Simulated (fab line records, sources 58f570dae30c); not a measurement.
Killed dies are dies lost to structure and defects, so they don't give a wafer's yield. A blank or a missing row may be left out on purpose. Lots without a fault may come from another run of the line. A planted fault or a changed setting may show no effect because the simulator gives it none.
Which tool did it? | flow berkeley_cmos170 | 15 lots, 45 wafers sampled, at 6 steps of a route of 331

WHAT THE GAUGES READ, wafer by wafer
UCB170_PLDD_TW_MEAS_11.
lot  | measured     | on            | PLDD_TW
L733 | day 7 03:29  | film_metro-03 | 1003 1007 1005
L734 | day 7 14:23  | film_metro-04 | 1011 1018 1017
L737 | day 8 06:16  | film_metro-03 | 1013 1014 1006
L738 | day 8 16:08  | film_metro-04 | 1007 1006 1004
L739 | day 9 00:29  | film_metro-02 | 1017 1017 1016
L745 | day 9 16:15  | film_metro-03 | 1013 1011 1011
L744 | day 9 16:35  | film_metro-04 | 1020 1013 1024
L746 | day 10 04:27 | film_metro-02 | 1014 1013 1019
L748 | day 10 04:51 | film_metro-02 | 1017 1020 1021
L747 | day 10 05:05 | film_metro-03 | 1001 1007 1006
L751 | day 11 04:06 | film_metro-04 | 1013 1013 1012
L749 | day 11 04:22 | film_metro-03 | 1002 1005 1009
L752 | day 11 10:32 | film_metro-04 | 1021 1018 1013
L755 | day 12 12:40 | film_metro-03 | 1002 1004 998
L756 | day 12 13:13 | film_metro-02 | 1013 1017 1008

UCB170_CONTACT_CD_MEAS_90: target cd 700 nm.
lot  | measured     | on        | cd_nm (nm)
L733 | day 7 23:46  | cd_sem-01 | 701.4 702.9 702.0
L734 | day 8 09:20  | cd_sem-01 | 697.8 696.5 701.1
L737 | day 9 03:29  | cd_sem-02 | 700.7 700.1 699.3
L738 | day 9 10:31  | cd_sem-01 | 701.9 700.4 700.7
L739 | day 9 19:47  | cd_sem-01 | 702.2 699.8 700.5
L745 | day 10 10:59 | cd_sem-02 | 698.1 697.3 699.5
L744 | day 10 12:40 | cd_sem-02 | 699.0 698.9 697.3
L746 | day 10 23:49 | cd_sem-02 | 701.5 700.9 699.9
L748 | day 10 23:18 | cd_sem-01 | 699.3 700.6 700.8
L747 | day 11 01:14 | cd_sem-02 | 699.8 699.3 702.0
L751 | day 12 02:35 | cd_sem-02 | 698.7 701.2 700.3
L749 | day 12 02:42 | cd_sem-02 | 698.3 699.0 698.3
L752 | day 12 04:57 | cd_sem-02 | 702.7 704.1 701.9
L755 | day 13 06:31 | cd_sem-02 | 700.2 699.9 700.0
L756 | day 13 09:36 | cd_sem-02 | 701.0 698.5 699.5

UCB170_M1_CD_MEAS_90: target cd 700 nm.
lot  | measured     | on        | cd_nm (nm)
L733 | day 8 01:46  | cd_sem-01 | 700.3 698.5 698.8
L734 | day 8 11:11  | cd_sem-01 | 700.3 702.5 700.3
L737 | day 9 05:17  | cd_sem-02 | - - -
L738 | day 9 12:31  | cd_sem-01 | - - -
L739 | day 9 21:38  | cd_sem-02 | - - -
L745 | day 10 12:49 | cd_sem-01 | 704.3 703.8 703.5
L744 | day 10 15:16 | cd_sem-02 | 700.3 702.5 705.1
L746 | day 11 02:13 | cd_sem-02 | 696.8 697.4 703.4
L748 | day 11 01:58 | cd_sem-01 | 698.3 698.4 698.6
L747 | day 11 03:13 | cd_sem-01 | 704.5 700.0 700.6
L751 | day 12 04:23 | cd_sem-01 | 702.0 700.7 701.0
L749 | day 12 04:34 | cd_sem-01 | 695.7 699.6 705.3
L752 | day 12 07:02 | cd_sem-02 | 700.1 702.5 702.4
L755 | day 13 08:39 | cd_sem-02 | 708.4 707.4 707.5
L756 | day 13 12:53 | cd_sem-02 | 703.1 701.1 703.3

WHICH TOOL RAN EACH LOT (tool, then ch and the chambers of the sampled wafers, then the start)
lot  | UCB170_CONTACT_RTA_08            | UCB170_M1_ETCH_11                  | UCB170_M1_METAL_ETCH_12
L733 | rtp_anneal-02 ch 0, day 7 22:26  | rie_diel-03 ch 2,3, day 8 01:30    | rie_metal-02 ch 0,1, day 8 01:32
L734 | rtp_anneal-02 ch 0, day 8 07:40  | rie_diel-03 ch 1,2,3, day 8 10:55  | rie_metal-02 ch 0,1, day 8 10:58
L737 | rtp_anneal-01 ch 0, day 9 01:40  | rie_diel-03 ch 1,2,3, day 9 04:59  | rie_metal-01 ch 0,1, day 9 05:02
L738 | rtp_anneal-02 ch 0, day 9 09:04  | rie_diel-01 ch 1,2,3, day 9 12:14  | rie_metal-02 ch 0,1, day 9 12:17
L739 | rtp_anneal-01 ch 0, day 9 18:19  | rie_diel-04 ch 0,1,3, day 9 21:19  | rie_metal-02 ch 0,1, day 9 21:21
L745 | rtp_anneal-01 ch 0, day 10 09:14 | rie_diel-01 ch 0,1,3, day 10 12:32 | rie_metal-01 ch 0,1, day 10 12:35
L744 | rtp_anneal-01 ch 0, day 10 11:02 | rie_diel-01 ch 0,2,3, day 10 14:59 | rie_metal-02 ch 0,1, day 10 15:02
L746 | rtp_anneal-01 ch 0, day 10 22:29 | rie_diel-03 ch 2,3, day 11 01:56   | rie_metal-03 ch 0,1, day 11 01:58
L748 | rtp_anneal-02 ch 0, day 10 21:58 | rie_diel-01 ch 0,1,3, day 11 01:42 | rie_metal-01 ch 0,1, day 11 01:44
L747 | rtp_anneal-02 ch 0, day 10 23:45 | rie_diel-01 ch 2,3, day 11 02:56   | rie_metal-02 ch 0,1, day 11 02:59
L751 | rtp_anneal-02 ch 0, day 12 01:15 | rie_diel-01 ch 0,1, day 12 04:07   | rie_metal-02 ch 0,1, day 12 04:09
L749 | rtp_anneal-01 ch 0, day 12 01:15 | rie_diel-03 ch 0,3, day 12 04:17   | rie_metal-03 ch 0,1, day 12 04:20
L752 | rtp_anneal-02 ch 0, day 12 03:36 | rie_diel-04 ch 0,1, day 12 06:43   | rie_metal-01 ch 0,1, day 12 06:49
L755 | rtp_anneal-02 ch 0, day 13 05:02 | rie_diel-04 ch 0,1,3, day 13 08:19 | rie_metal-01 ch 0,1, day 13 08:21
L756 | rtp_anneal-02 ch 0, day 13 07:43 | rie_diel-03 ch 0,2, day 13 12:35   | rie_metal-03 ch 0,1, day 13 12:38
- UCB170_CONTACT_RTA_08: time 9.507 s.
- UCB170_M1_ETCH_11: etches BARC in N2/H2.
- UCB170_M1_METAL_ETCH_12: etches Al in Cl2/BCl3, stops on PSG, target depth 780 nm, time 130 s.

WHAT THE TOOLS THEMSELVES READ (means of the sampled wafers that have a number; where no wafer has one, the mark that the record gives instead)
UCB170_CONTACT_RTA_08.
lot  | tool          | lamp_power_pct (%) | wafer_temp_C_max
L733 | rtp_anneal-02 | 29.8               | 905.7
L734 | rtp_anneal-02 | 29.8               | 905.8
L737 | rtp_anneal-01 | 27.6               | 906.1
L738 | rtp_anneal-02 | 29.8               | 905.4
L739 | rtp_anneal-01 | 27.6               | 905.7
L745 | rtp_anneal-01 | 27.6               | 907.0
L744 | rtp_anneal-01 | 27.6               | 905.1
L746 | rtp_anneal-01 | 27.6               | 906.2
L748 | rtp_anneal-02 | 29.8               | 905.2
L747 | rtp_anneal-02 | 29.8               | 904.9
L751 | rtp_anneal-02 | 29.8               | 906.5
L749 | rtp_anneal-01 | 27.6               | 905.2
L752 | rtp_anneal-02 | 29.8               | 905.3
L755 | rtp_anneal-02 | 29.8               | 904.8
L756 | rtp_anneal-02 | 29.8               | 905.8

UCB170_M1_ETCH_11.
lot  | tool        | bias_w (W) | chamber_pressure_mTorr (mTorr) | drypump_motor_current_A (A) | oes_product_au (a.u.) | throttle_valve_pct (%)
L733 | rie_diel-03 | 99.9       | 30.027                         | 5.8                         | 0.995                 | 13.31
L734 | rie_diel-03 | 100.5      | 30.007                         | 5.7                         | 1.020                 | 13.41
L737 | rie_diel-03 | -          | -                              | -                           | -                     | -
L738 | rie_diel-01 | -          | -                              | -                           | -                     | -
L739 | rie_diel-04 | -          | -                              | -                           | -                     | -
L745 | rie_diel-01 | 99.9       | 29.999                         | 5.8                         | 0.988                 | 13.32
L744 | rie_diel-01 | 99.8       | 29.995                         | 5.4                         | 1.004                 | 13.25
L746 | rie_diel-03 | 100.0      | 30.000                         | 5.9                         | 1.012                 | 13.41
L748 | rie_diel-01 | 100.0      | 30.015                         | 5.8                         | 0.997                 | 13.32
L747 | rie_diel-01 | 100.0      | 30.001                         | 5.5                         | 1.006                 | 13.07
L751 | rie_diel-01 | 100.5      | 30.032                         | 5.9                         | 0.974                 | 13.44
L749 | rie_diel-03 | 99.9       | 29.993                         | 6.1                         | 1.005                 | 13.37
L752 | rie_diel-04 | 99.7       | 29.982                         | 5.4                         | 1.004                 | 13.32
L755 | rie_diel-04 | 100.0      | 30.015                         | 5.7                         | 1.013                 | 13.23
L756 | rie_diel-03 | 99.5       | 30.016                         | 6.1                         | 1.026                 | 13.53

UCB170_M1_METAL_ETCH_12.
lot  | tool         | bcl3_flow_sccm (sccm) | bias_w (W) | drypump_motor_current_A (A) | oes_product_au (a.u.) | throttle_valve_pct (%)
L733 | rie_metal-02 | 45.05                 | 120.1      | 5.1                         | 0.835                 | 24.46
L734 | rie_metal-02 | 45.01                 | 119.9      | 5.1                         | 0.839                 | 24.46
L737 | rie_metal-01 | 45.09                 | 120.1      | 5.3                         | 0.376                 | 24.83
L738 | rie_metal-02 | 45.00                 | 120.0      | 5.3                         | 0.371                 | 24.77
L739 | rie_metal-02 | 45.09                 | 120.2      | 5.1                         | 0.371                 | 24.69
L745 | rie_metal-01 | 45.14                 | 120.4      | 5.2                         | 0.844                 | 24.60
L744 | rie_metal-02 | 44.98                 | 120.3      | 5.3                         | 0.849                 | 24.54
L746 | rie_metal-03 | 45.01                 | 119.5      | 5.8                         | 0.871                 | 24.60
L748 | rie_metal-01 | 45.04                 | 120.1      | 5.2                         | 0.852                 | 24.59
L747 | rie_metal-02 | 45.10                 | 119.9      | 5.1                         | 0.842                 | 24.46
L751 | rie_metal-02 | 44.89                 | 119.9      | 5.3                         | 0.852                 | 24.53
L749 | rie_metal-03 | 45.09                 | 119.7      | 5.8                         | 0.868                 | 24.61
L752 | rie_metal-01 | 45.09                 | 120.1      | 5.3                         | 0.857                 | 24.67
L755 | rie_metal-01 | 45.16                 | 119.9      | 5.2                         | 0.860                 | 24.67
L756 | rie_metal-03 | 45.02                 | 119.9      | 5.9                         | 0.863                 | 24.55

THE ANSWER, worked out from the rows above alone
Rule: what is usual is taken from the lots themselves. Put in order of their means at a reading, lots are off if they are a third of the lots or fewer, leave a main group of 4 or more, and stand apart from it by a gap of 3 or more times the standard deviation of the main group's means; of several such gaps the widest counts. A main group whose means are all the same, to the digits that the tables above print for the reading, isn't used. A lot without any number at a reading at which 4 lots or more have one is off too. The other lots that the step has rows for count as sound. The gauges are gone through in route order, then the tools' own readings, and for those a lot's mean is taken as printed above. The first step at which some lot is off is used, and at that step the reading that is off furthest; a lot without a number counts as furthest.
Off: L737, L738, L739, at UCB170_M1_CD_MEAS_90 (cd_nm). Without a number there: L737, L738, L739. The main group: mean 701.6 nm, standard deviation 2.4.
A tool fits if, at a process step before that reading, it ran every lot that is off, and no sound lot after the first of them. The gauges at UCB170_M1_CD_MEAS_90 aren't tried: what is off there is off at UCB170_M1_ETCH_11 too, on other tools, and a gauge's error can't cause that. None of those tried fits.

WHAT THE SIMULATOR HAD PUT IN
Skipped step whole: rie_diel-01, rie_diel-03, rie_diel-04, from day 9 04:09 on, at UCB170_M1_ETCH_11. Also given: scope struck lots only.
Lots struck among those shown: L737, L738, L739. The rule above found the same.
